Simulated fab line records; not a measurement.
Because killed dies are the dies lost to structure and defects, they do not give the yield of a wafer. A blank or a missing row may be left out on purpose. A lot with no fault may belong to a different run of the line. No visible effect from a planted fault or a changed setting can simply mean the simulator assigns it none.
One fault through the eyes of 2 desks || flow ritCmos || what lay behind the numbers comes last; until then each desk has only its own

THE METROLOGY DESK
What the gauges read for every lot (on any tool): the sampled wafers with a number, averaged. Marked OUT: a lot whose mean sits more than 4 standard deviations from the usual mean, which makes it out of limits; the brackets give that distance.
Columns: A = cdNm at RIT_ACTIVE_CD_MEAS_90, usual 1400.8 nm
{"lot": "L202", "first seen here": "day 1 15:51", "A": 1402.8}
{"lot": "L205", "first seen here": "day 2 06:14", "A": 1396.9}
{"lot": "L207", "first seen here": "day 2 16:14", "A": 1400.7}
{"lot": "L209", "first seen here": "day 3 02:13", "A": 1403.6}
{"lot": "L210", "first seen here": "day 3 07:02", "A": 1400.7}
{"lot": "L212", "first seen here": "day 3 17:29", "A": 1400.3}
{"lot": "L213", "first seen here": "day 4 01:37", "A": 1402.7}
{"lot": "L215", "first seen here": "day 4 08:01", "A": 1403.6}
{"lot": "L217", "first seen here": "day 4 18:01", "A": 1399.1}
{"lot": "L219", "first seen here": "day 5 04:07", "A": 1397.8}
{"lot": "L220", "first seen here": "day 5 10:27", "A": 1398.9}
{"lot": "L223", "first seen here": "day 6 00:24", "A": 1398.9}
{"lot": "L224", "first seen here": "day 6 07:55", "A": 1399.3}
Result from this desk: across the 13 lots, nothing is out of limits.

AT THE TOOL OWNER'S DESK: rieDiel-01
The tool's own readings at RIT_ACTIVE_ETCH_13 (etches Si3N4 in SF6, stops on SiO2, time 210 s, target depth 210 nm): means of the sampled wafers that have a number, for each lot that ran on this tool. Marked OUT: a lot whose mean sits more than 4 standard deviations from the usual mean, which makes it out of limits; the brackets give that distance.
Columns: A = drypumpMotorCurrentA at RIT_ACTIVE_ETCH_13, usual 5.8 A; B = oesProductAu at RIT_ACTIVE_ETCH_13, usual 0.824 a.u.; C = throttleValvePct at RIT_ACTIVE_ETCH_13, usual 7.48 %
{"lot": "L205", "first seen here": "day 2 05:53", "A": 5.7, "B": 0.824, "C": 7.48}
{"lot": "L207", "first seen here": "day 2 15:56", "A": 5.9, "B": 0.817, "C": 7.55}
{"lot": "L209", "first seen here": "day 3 01:55", "A": 5.7, "B": 0.813, "C": 7.58}
{"lot": "L210", "first seen here": "day 3 06:43", "A": 5.7, "B": 0.824, "C": 7.57}
{"lot": "L217", "first seen here": "day 4 17:43", "A": 5.7, "B": 0.823, "C": 7.48}
{"lot": "L219", "first seen here": "day 5 03:47", "A": 5.7, "B": 0.829, "C": 7.47}
{"lot": "L223", "first seen here": "day 6 00:05", "A": 5.7, "B": "0.784 (-5.3) OUT", "C": 7.53}
This desk finds L223 out of limits, L223 being first, at day 6 00:05 (oesProductAu at RIT_ACTIVE_ETCH_13). In limits: L205, L207, L209, L210, L217, L219.

TAKEN TOGETHER
An alarm could have come from the tool owner's desk at day 6 00:05, on L223.
From the metrology desk's view, nothing was out of limits.
The metrology desk has L223 on record, within its limits.
Every lot named ran RIT_ACTIVE_ETCH_13 on rieDiel-01.

WHAT WAS PUT IN BY THE SIMULATOR
rieDiel-01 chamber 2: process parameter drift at RIT_ACTIVE_ETCH_13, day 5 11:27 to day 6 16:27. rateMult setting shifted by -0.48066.
Lots struck among those shown: L223.
Time in hours from fault onset to the first out-of-limits reading at each desk: the tool owner's desk, 13.
